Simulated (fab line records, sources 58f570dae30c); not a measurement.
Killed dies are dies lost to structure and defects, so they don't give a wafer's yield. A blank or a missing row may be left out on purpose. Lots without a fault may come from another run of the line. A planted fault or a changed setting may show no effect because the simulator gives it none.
Tool commonality check | flow berkeley_cmos170 | 14 lots, 48 wafers sampled

WHY IT WAS OPENED
At UCB170_NWELL_THK_MEAS_05 the reading NWELL_NITRIDE_THK is flagged on 2 of 14 lots. Wafers without a fault read 224.6 nm, standard deviation 2.3.
Rule: a lot is flagged when every wafer of it that has a number lies more than 4 standard deviations from that mean, or none has a number. The other lots count as sound.

lot  | measured    | on            | NWELL_NITRIDE_THK (nm), wafer by wafer | flag
L826 | day 2 08:35 | film_metro-01 | 226.9 226.6 224.8                      |
L827 | day 2 17:08 | film_metro-02 | 225.9 224.8 226.3                      |
L828 | day 2 21:58 | film_metro-02 | 222.5 223.0 222.6                      |
L829 | day 3 03:08 | film_metro-04 | 226.4 226.3 225.9                      |
L830 | day 3 03:09 | film_metro-01 | 222.0 223.2 220.3                      |
L833 | day 3 19:03 | film_metro-01 | 223.8 221.6 222.8                      |
L835 | day 4 00:27 | film_metro-02 | 310.4 308.9 308.4 309.9 309.1 308.4    | FLAGGED
L836 | day 4 03:17 | film_metro-02 | 224.1 223.4 224.6                      |
L839 | day 4 23:48 | film_metro-01 | 306.9 308.5 307.7 306.8 308.1 307.8    | FLAGGED
L841 | day 5 06:35 | film_metro-01 | 227.9 227.1 228.3                      |
L843 | day 5 20:07 | film_metro-04 | 228.6 229.4 228.6                      |
L846 | day 6 16:49 | film_metro-04 | 227.7 226.2 227.7                      |
L847 | day 6 19:41 | film_metro-02 | 226.8 227.8 227.2                      |
L849 | day 7 04:56 | film_metro-01 | 222.0 222.3 221.3                      |
The numbers of the flagged lots are 308.4 nm on average: +83.8 nm against the usual, or +36 standard deviations.

WHICH TOOL RAN EACH LOT
The record holds 1 process step before the reading, out of a route of 331 steps. In each cell: the tool, then ch and the chambers that the sampled wafers went through, then the start.
lot  | flag    | UCB170_NWELL_CVD_04
L826 |         | lpcvd-02 ch 0, day 2 06:38
L827 |         | lpcvd-01 ch 1, day 2 15:11
L828 |         | lpcvd-02 ch 0, day 2 20:02
L829 |         | lpcvd-01 ch 0, day 3 01:12
L830 |         | lpcvd-01 ch 0, day 3 01:12
L833 |         | lpcvd-02 ch 1, day 3 17:07
L835 | FLAGGED | lpcvd-02 ch 0, day 3 22:28
L836 |         | lpcvd-01 ch 1, day 4 01:22
L839 | FLAGGED | lpcvd-02 ch 1, day 4 21:52
L841 |         | lpcvd-01 ch 1, day 5 04:38
L843 |         | lpcvd-01 ch 1, day 5 18:10
L846 |         | lpcvd-01 ch 1, day 6 14:52
L847 |         | lpcvd-01 ch 1, day 6 17:44
L849 |         | lpcvd-02 ch 1, day 7 02:01
What these steps do:
- UCB170_NWELL_CVD_04: deposits Si3N4 from SiH2Cl2/NH3, target thk 224 nm, time 3360 s.
- UCB170_NWELL_THK_MEAS_05

FLAGGED OVER TOTAL, TOOL BY TOOL (the gauges that took the reading come last)
step                     | tool          | lots run | flagged | share of the flagged lots | sound lots run after its first flagged lot
UCB170_NWELL_CVD_04      | lpcvd-01      | 8        | 0       | none                      | -
UCB170_NWELL_CVD_04      | lpcvd-02      | 6        | 2       | all                       | 1 (L849)
UCB170_NWELL_THK_MEAS_05 | film_metro-01 | 6        | 1       | some                      | 2 (L841,L849)
UCB170_NWELL_THK_MEAS_05 | film_metro-02 | 5        | 1       | some                      | 2 (L836,L847)
UCB170_NWELL_THK_MEAS_05 | film_metro-04 | 3        | 0       | none                      | -

WHAT THE TABLE ALLOWS
1 row of the table ran every flagged lot: lpcvd-02 at UCB170_NWELL_CVD_04.
- lpcvd-02 at UCB170_NWELL_CVD_04: 2 of its 6 lots flagged. Sound lots ran on it after the first flagged one (L849), which a lasting fault on the whole tool wouldn't allow. Its own readings lie more than 4 standard deviations out on every wafer of the flagged lots: nh3_flow_sccm.
No row of the table ran every flagged lot and no sound lot after the first.

WHAT THE SIMULATOR HAD PUT IN
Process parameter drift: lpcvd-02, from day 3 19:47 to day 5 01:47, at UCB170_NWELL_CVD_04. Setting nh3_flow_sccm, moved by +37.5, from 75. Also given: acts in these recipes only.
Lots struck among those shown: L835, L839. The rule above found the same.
